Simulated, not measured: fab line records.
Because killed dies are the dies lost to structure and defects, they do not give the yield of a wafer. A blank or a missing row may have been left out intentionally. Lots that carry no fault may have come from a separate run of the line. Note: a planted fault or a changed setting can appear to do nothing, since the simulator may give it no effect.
Matching of chambers | flow rit_cmos | rie_diel-03 running RIT_ACTIVE_ETCH_13: 4 sister chambers
The step etches Si3N4 in SF6, stops on SiO2, time 210 s, target depth 210 nm. 14 wafers are shown with their chamber, then 7 later ones without.

WAFERS PAIRED WITH THEIR CHAMBERS
wafer  | chamber | throttle_valve_pct (%) | oes_product_au (a.u.) | SF6_flow_sccm (sccm)
L529.2 | 3       | 7.37                   | 0.815                 | 200.1
L529.4 | 0       | 7.51                   | 0.833                 | 199.9
L529.6 | 2       | 7.40                   | 0.816                 | 199.0
L532.1 | 2       | 7.42                   | 0.819                 | 199.6
L532.2 | 1       | 7.64                   | 0.815                 | 200.7
L532.3 | 0       | 7.51                   | 0.842                 | 198.6
L533.1 | 0       | 7.49                   | 0.820                 | 200.5
L533.2 | 3       | 7.35                   | 0.816                 | 201.4
L533.6 | 2       | 7.40                   | 0.816                 | 199.3
L547.1 | 1       | 7.63                   | 0.813                 | 200.1
L547.5 | 2       | 7.39                   | 0.810                 | 200.9
L547.6 | 3       | 7.38                   | 0.809                 | 200.1
L548.1 | 0       | 7.51                   | 0.818                 | 200.4
L548.2 | 3       | 7.36                   | 0.830                 | 199.9

SIGNATURES (means of the wafers above)
reading            | chamber 0 | chamber 1 | chamber 2 | chamber 3 | scatter within a chamber
throttle_valve_pct | 7.5050    | 7.6350    | 7.4025    | 7.3650    | 0.0115
oes_product_au     | 0.82825   | 0.81400   | 0.81525   | 0.81750   | 0.00816
SF6_flow_sccm      | 199.850   | 200.400   | 199.700   | 200.375   | 0.774
Rule: for each reading, subtract the chamber's mean from the wafer's reading, divide by that reading's scatter and square the result; add these up over the readings and take the root, which gives the wafer's distance from the chamber. If the next closest chamber is less than 2 further off than the closest, the wafer can't be placed; otherwise it belongs to the closest. The scatter: take each reading less its chamber's mean, square it, sum over the shown wafers, divide by the number of wafers less the number of chambers, and take the root.

WAFERS WITH NO CHAMBER GIVEN
wafer  | throttle_valve_pct (%) | oes_product_au (a.u.) | SF6_flow_sccm (sccm)
L548.5 | 7.41                   | 0.807                 | 199.3
L549.3 | 7.42                   | 0.817                 | 200.2
L549.4 | 7.36                   | 0.821                 | 200.0
L549.5 | 7.48                   | 0.833                 | 200.4
L550.3 | 7.36                   | 0.832                 | 199.6
L550.4 | 7.49                   | 0.828                 | 199.9
L550.5 | 7.50                   | 0.839                 | 200.6

CHAMBER TAKEN BY EACH
wafer  | from the rows above | in truth
L548.5 | 2                   | 2
L549.3 | 2                   | 2
L549.4 | 3                   | 3
L549.5 | 0                   | 0
L550.3 | 3                   | 3
L550.4 | 0                   | 0
L550.5 | 0                   | 0
7 of 7 placed correctly. Number that these rows cannot place: 0. Wrongly placed: 0.
